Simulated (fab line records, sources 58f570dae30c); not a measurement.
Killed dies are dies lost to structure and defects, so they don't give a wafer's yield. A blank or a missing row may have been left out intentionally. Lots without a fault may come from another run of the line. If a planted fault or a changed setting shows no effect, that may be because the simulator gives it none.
Which of the tools did it? ; flow berkeley-cmos170 ; Sampling: 14 lots, 42 wafers, 5 of 331 route steps

## WHAT THE GAUGES SHOWED, per wafer
UCB170_SDANNEAL_RS_MEAS_02: measures by four-point-probe. Usual: PSD_RS typically reads 75.5 ohm/sq, with standard deviation 0.36.
lot;measured;on;PSD_RS (ohm/sq);flag
L137;day 7 16:37;film-metro-04;75.6 76.0 75.6;
L140;day 7 16:44;film-metro-03;75.4 75.7 75.7;
L139;day 7 16:46;film-metro-02;75.5 75.9 75.4;
L138;day 7 17:08;film-metro-04;75.3 75.4 75.4;
L141;day 8 00:49;film-metro-04;75.0 74.7 75.1;
L143;day 8 05:48;film-metro-03;75.5 75.3 75.2;
L144;day 8 19:34;film-metro-02;74.9 74.9 74.8;
L148;day 9 12:05;film-metro-04;76.1 75.8 75.6;
L153;day 10 01:41;film-metro-02;75.1 74.7 74.9;
L150;day 10 02:07;film-metro-03;56.7 56.8 56.8;OFF
L152;day 10 02:07;film-metro-04;75.2 75.4 75.3;
L149;day 10 07:30;film-metro-04;56.6 56.6 56.3;OFF
L159;day 11 09:40;film-metro-02;75.2 75.6 75.2;
L160;day 11 19:04;film-metro-04;75.2 75.1 75.3;

UCB170_SDANNEAL_RS_MEAS_03: measures by four-point-probe. Usual: NSD_RS typically reads 37.27 ohm/sq, with standard deviation 0.093.
lot;measured;on;NSD_RS (ohm/sq);flag
L137;day 7 16:44;film-metro-04;37.25 37.42 37.39;
L140;day 7 16:52;film-metro-03;37.35 37.34 37.39;
L139;day 7 16:53;film-metro-02;37.25 37.30 37.16;
L138;day 7 17:15;film-metro-04;37.32 37.32 37.29;
L141;day 8 00:56;film-metro-04;37.21 37.06 37.20;
L143;day 8 05:55;film-metro-03;37.31 37.29 37.31;
L144;day 8 19:41;film-metro-02;37.25 37.37 37.34;
L148;day 9 12:12;film-metro-04;37.30 37.42 37.28;
L153;day 10 01:49;film-metro-02;37.16 37.16 37.08;
L150;day 10 02:14;film-metro-03;31.41 31.28 31.35;OFF
L152;day 10 02:14;film-metro-04;37.26 37.21 37.25;
L149;day 10 07:37;film-metro-04;31.32 31.38 31.23;OFF
L159;day 11 09:47;film-metro-02;37.36 37.25 37.15;
L160;day 11 19:11;film-metro-04;37.32 37.23 37.21;

UCB170_SDANNEAL_RS_MEAS_04: measures by four-point-probe. Usual: PLDD_RS typically reads 1031.5 ohm/sq, with standard deviation 2.9.
lot;measured;on;PLDD_RS (ohm/sq);flag
L137;day 7 16:51;film-metro-04;1030.1 1031.3 1030.3;
L140;day 7 16:59;film-metro-03;1031.8 1035.7 1033.0;
L139;day 7 17:01;film-metro-02;1028.0 1028.6 1028.5;
L138;day 7 17:22;film-metro-04;1034.7 1034.8 1035.2;
L141;day 8 01:03;film-metro-04;1029.9 1027.1 1026.3;
L143;day 8 06:02;film-metro-03;1030.3 1033.2 1032.5;
L144;day 8 19:48;film-metro-02;1029.8 1029.5 1029.2;
L148;day 9 12:19;film-metro-04;1031.3 1027.6 1031.9;
L153;day 10 01:56;film-metro-02;1029.0 1029.9 1026.9;
L150;day 10 02:21;film-metro-03;972.2 968.8 970.9;OFF
L152;day 10 02:21;film-metro-04;1025.5 1032.7 1031.4;
L149;day 10 07:44;film-metro-04;969.0 971.2 971.1;OFF
L159;day 11 09:54;film-metro-02;1036.3 1031.4 1032.3;
L160;day 11 19:19;film-metro-04;1028.8 1028.6 1030.7;

UCB170_SDANNEAL_RS_MEAS_05: measures by four-point-probe. Usual: NLDD_RS typically reads 616.6 ohm/sq, with standard deviation 1.4.
lot;measured;on;NLDD_RS (ohm/sq);flag
L137;day 7 16:58;film-metro-04;614.7 615.6 615.1;
L140;day 7 17:06;film-metro-03;616.1 617.8 617.6;
L139;day 7 17:08;film-metro-02;618.8 619.0 619.0;
L138;day 7 17:29;film-metro-04;617.9 617.0 617.2;
L141;day 8 01:10;film-metro-04;615.4 616.5 617.4;
L143;day 8 06:10;film-metro-03;616.9 619.3 618.5;
L144;day 8 19:55;film-metro-02;615.5 616.3 616.5;
L148;day 9 12:26;film-metro-04;615.9 615.7 616.9;
L153;day 10 02:03;film-metro-02;618.5 617.6 616.7;
L150;day 10 02:28;film-metro-03;614.0 611.2 612.0;OFF
L152;day 10 02:28;film-metro-04;613.9 618.6 616.8;
L149;day 10 07:52;film-metro-04;610.8 612.6 609.1;OFF
L159;day 11 10:01;film-metro-02;616.3 616.7 615.9;
L160;day 11 19:26;film-metro-04;618.3 617.4 618.5;

## WHAT TOOL EACH LOT RAN ON (gives the tool, then ch and the chambers of the sampled wafers, and finally the start)
lot;UCB170_SDANNEAL_RTA_01
L137;rtp-anneal-01 ch 0, day 7 16:32
L140;rtp-anneal-02 ch 0, day 7 16:40
L139;rtp-anneal-01 ch 0, day 7 16:41
L138;rtp-anneal-01 ch 0, day 7 17:00
L141;rtp-anneal-02 ch 0, day 8 00:45
L143;rtp-anneal-02 ch 0, day 8 05:44
L144;rtp-anneal-01 ch 0, day 8 19:30
L148;rtp-anneal-01 ch 0, day 9 12:01
L153;rtp-anneal-02 ch 0, day 10 01:37
L150;rtp-anneal-02 ch 0, day 10 02:03
L152;rtp-anneal-01 ch 0, day 10 02:03
L149;rtp-anneal-02 ch 0, day 10 07:26
L159;rtp-anneal-01 ch 0, day 11 09:35
L160;rtp-anneal-01 ch 0, day 11 19:01
- UCB170_SDANNEAL_RTA_01: time 5 s.

## WHAT THE TOOLS THEMSELVES READ (means of the sampled wafers that have a number; where no wafer has one, the mark that the record gives instead)
UCB170_SDANNEAL_RTA_01. Usual: chamber-o2-ppm 2.004, standard deviation 0.025; lamp-power-pct 37 %, standard deviation 3.9; wafer_temp_C_max 1055.3, standard deviation 2.
lot;tool;chamber-o2-ppm;lamp-power-pct (%);wafer_temp_C_max;flag
L137;rtp-anneal-01;1.996;40;1056.0;
L140;rtp-anneal-02;2.008;33;1053.6;
L139;rtp-anneal-01;2.038;40;1056.4;
L138;rtp-anneal-01;1.968;40;1058.6;
L141;rtp-anneal-02;2.001;33;1052.8;
L143;rtp-anneal-02;1.999;33;1053.0;
L144;rtp-anneal-01;2.009;40;1055.9;
L148;rtp-anneal-01;2.019;40;1056.5;
L153;rtp-anneal-02;1.973;33;1053.4;
L150;rtp-anneal-02;1.996;33;1055.0;
L152;rtp-anneal-01;1.992;40;1056.1;
L149;rtp-anneal-02;2.020;33;1053.8;
L159;rtp-anneal-01;2.036;40;1056.5;
L160;rtp-anneal-01;2.011;40;1057.1;

## THE ANSWER, worked out from the rows above alone
Rule: lot off if the mean of its wafers having a number is beyond 3 standard deviations from the usual mean. Also off: a lot with no number at a reading for which 4 or more lots have one. The other lots that the step has rows for count as sound. Order of review: gauges by route order, followed by the tools' own readings, for which a lot's mean as printed above is used. At the first step where some lot is off, the reading lying furthest off is the one used; lots without a number count as furthest.
Off: L150, L149, at UCB170_SDANNEAL_RS_MEAS_02 (PSD_RS).
If a tool, at a process step before that reading, ran all the lots that are off and no sound lot after the first of them, it fits. The gauges at UCB170_SDANNEAL_RS_MEAS_02 are tried like those tools. One fits: rtp-anneal-02 at UCB170_SDANNEAL_RTA_01. Its last sound lot is L153 (day 10 01:37), its first lot that is off L150 (day 10 02:03): a fault that began between those two fits.

## WHAT THE SIMULATOR PUT IN
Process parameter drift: rtp-anneal-02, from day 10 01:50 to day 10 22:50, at UCB170_SDANNEAL_RTA_01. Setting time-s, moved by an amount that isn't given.
Struck lots among those shown: L150, L149. This agrees with what the rule above found.
